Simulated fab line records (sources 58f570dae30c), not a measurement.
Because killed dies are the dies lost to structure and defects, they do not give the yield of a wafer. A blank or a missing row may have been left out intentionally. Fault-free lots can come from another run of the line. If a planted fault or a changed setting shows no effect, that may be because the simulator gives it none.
Code-filled problem report in 8D (eight disciplines) form | flow berkeley-cmos170 | the parts of the form that need people (team, actions taken, sign-off) are left out

## 1. WHAT IS WRONG
strip-time-to-endpoint-s at UCB170_BACKSIDE_STRIP_03 reads a mean of 43.95 s on 3 wafers of 2 lots; wafers without a fault read 22.00 s with a standard deviation of 0.065. So: +99 or more standard deviations from the usual mean.
The step: strips in O2.
First observed at day 8 18:35: wafer L894.3, on plasma-asher-01. The record has a number at this step for 42 wafers belonging to 14 lots. Rule for "out", or "out of limits": more than 4 standard deviations from the usual mean. Any other wafer with a number is counted as sound.

## 2. WHAT THIS IS AND IS NOT
question                    | is                                       | is not
which readings at this step | strip-time-to-endpoint-s, oes-product-au | drypump-motor-current-A, o2-flow-sccm
which lots                  | L893, L894                               | L883, L884, L885, L886, L887, L891, L901, L902, L903, L904, L905, L906
which wafers of those lots  | L893.5, L894.3, L894.5                   | L893.3, L893.6, L894.1
read on which tools         | plasma-asher-01                          | plasma-asher-03, plasma-asher-04
when                        | from day 8 18:35                         | up to then (16 sound wafers); but 23 sound wafers of L891, L893, L901, L902, L903, L904, L905, L906 came after

## 3. WHAT RULES OUT EACH SUSPECT
Counting: any tool at a process step up to the reading remains a suspect provided it ran every lot that is out. Sound lots after the first of them don't rule it out here, since some wafers of a struck lot are sound.
- plasma-asher-03 at UCB170_PLDD_STRIP_10 (strips in O2): kept. It ran every lot that is out, first L894 (day 8 08:26); its last sound lot up to then is L887 (day 6 14:05).
- plasma-asher-01 at UCB170_BACKSIDE_STRIP_03 (strips in O2): kept. It ran every lot that is out, first L894 (day 8 18:35); its last sound lot up to then is L887 (day 7 01:34). Its own readings are out on those wafers: oes-product-au, strip-time-to-endpoint-s.
- At UCB170_BACKSIDE_STRIP_03 on plasma-asher-01, chamber 1 took the sound wafers of the same lots and chamber 0 took the wafers that are out.
What counting leaves: plasma-asher-03 at UCB170_PLDD_STRIP_10 and plasma-asher-01 at UCB170_BACKSIDE_STRIP_03.

## 4. THE CAUSE (what the simulator had put in)
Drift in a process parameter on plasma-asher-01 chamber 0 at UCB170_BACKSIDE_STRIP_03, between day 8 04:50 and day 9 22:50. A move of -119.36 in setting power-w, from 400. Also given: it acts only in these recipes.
Of the 2 suspects that counting leaves, this tool is one.

## 5. THE EFFECT CHAIN, in route order
One row per reading whose mean, taken over the struck wafers that have a number, lies over 3 standard deviations from the usual. Only readings whose record carries a usual standard deviation are examined. hours: median over the lots of the time between each lot's start at the first step of this table that gives one and its start at this step. sigmas: the change, counted in usual standard deviations.
hours | step                     | reading                  | usual      | on struck wafers | change | sigmas
0     | UCB170_BACKSIDE_STRIP_03 | oes-product-au           | 0.734 a.u. | 0.020            | -0.714 | -99 or more
0     | UCB170_BACKSIDE_STRIP_03 | strip-time-to-endpoint-s | 22.00 s    | 43.95            | +21.95 | +99 or more
Process steps it contains:
- UCB170_BACKSIDE_STRIP_03: strips in O2.

## 6. WHAT WOULD HAVE CAUGHT IT SOONER
14 hours passed between the start of the fault at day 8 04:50 and the first reading out of limits in this record, taken at day 8 18:35.
